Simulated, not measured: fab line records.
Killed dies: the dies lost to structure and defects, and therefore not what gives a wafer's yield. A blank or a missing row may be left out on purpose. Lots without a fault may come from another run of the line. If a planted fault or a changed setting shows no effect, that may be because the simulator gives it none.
The tool behind it: which one?	flow rit-cmos	Sampling: 6 lots, 18 wafers, 2 of 202 route steps

WHAT THE GAUGES SHOWED, per wafer
RIT_PRETRO_OVL_MEAS_06.
lot	measured	on	PRETRO_OVL (nm)
L707	day 2 14:31	overlay-01	-1.1 -2.2 -0.7
L709	day 2 22:28	overlay-02	1.1 2.6 2.7
L713	day 3 19:04	overlay-02	0.3 -0.4 -1.2
L715	day 4 05:59	overlay-02	1.8 0.7 1.3
L718	day 4 23:41	overlay-01	-0.4 -2.2 -1.8
L721	day 5 12:49	overlay-02	- - -

WHICH TOOL RAN EACH LOT (tool, then ch and the chambers of the sampled wafers, then the start)
lot	RIT_PRETRO_EXPOSE_03
L707	iline-stepper-01 ch 0, day 2 13:58
L709	iline-stepper-01 ch 0, day 2 22:04
L713	iline-stepper-01 ch 0, day 3 18:32
L715	iline-stepper-01 ch 0, day 4 05:34
L718	iline-stepper-01 ch 0, day 4 23:16
L721	iline-stepper-01 ch 0, day 5 12:23
- RIT_PRETRO_EXPOSE_03: exposes mask M5, target cd 43700 nm.

THE ANSWER, worked out from the rows above alone
Rule: usual is defined by the lots themselves. The widest of any qualifying gaps counts: lots, ordered by their means at a reading, are off when they make up no more than a third of the lots, leave a main group of 4 or more, and stand apart from it by 3 or more times the standard deviation of that group's means. The tables above print the reading to a certain number of digits; a main group whose means all agree to those digits is not used. Also off: a lot with no number at a reading for which 4 or more lots have one. Where the step has rows for the other lots, those lots are counted as sound.
Off: L721, at RIT_PRETRO_OVL_MEAS_06 (PRETRO_OVL). Without a number there: L721. The main group: mean 0.0 nm, standard deviation 1.4.
If a tool, at a process step before that reading, ran all the lots that are off and no sound lot after the first of them, it fits. The gauges at RIT_PRETRO_OVL_MEAS_06 are tried like those tools. Can't be told from this: 2 tools fit, iline-stepper-01 at RIT_PRETRO_EXPOSE_03, overlay-02 at RIT_PRETRO_OVL_MEAS_06.

WHAT WAS PUT IN BY THE SIMULATOR
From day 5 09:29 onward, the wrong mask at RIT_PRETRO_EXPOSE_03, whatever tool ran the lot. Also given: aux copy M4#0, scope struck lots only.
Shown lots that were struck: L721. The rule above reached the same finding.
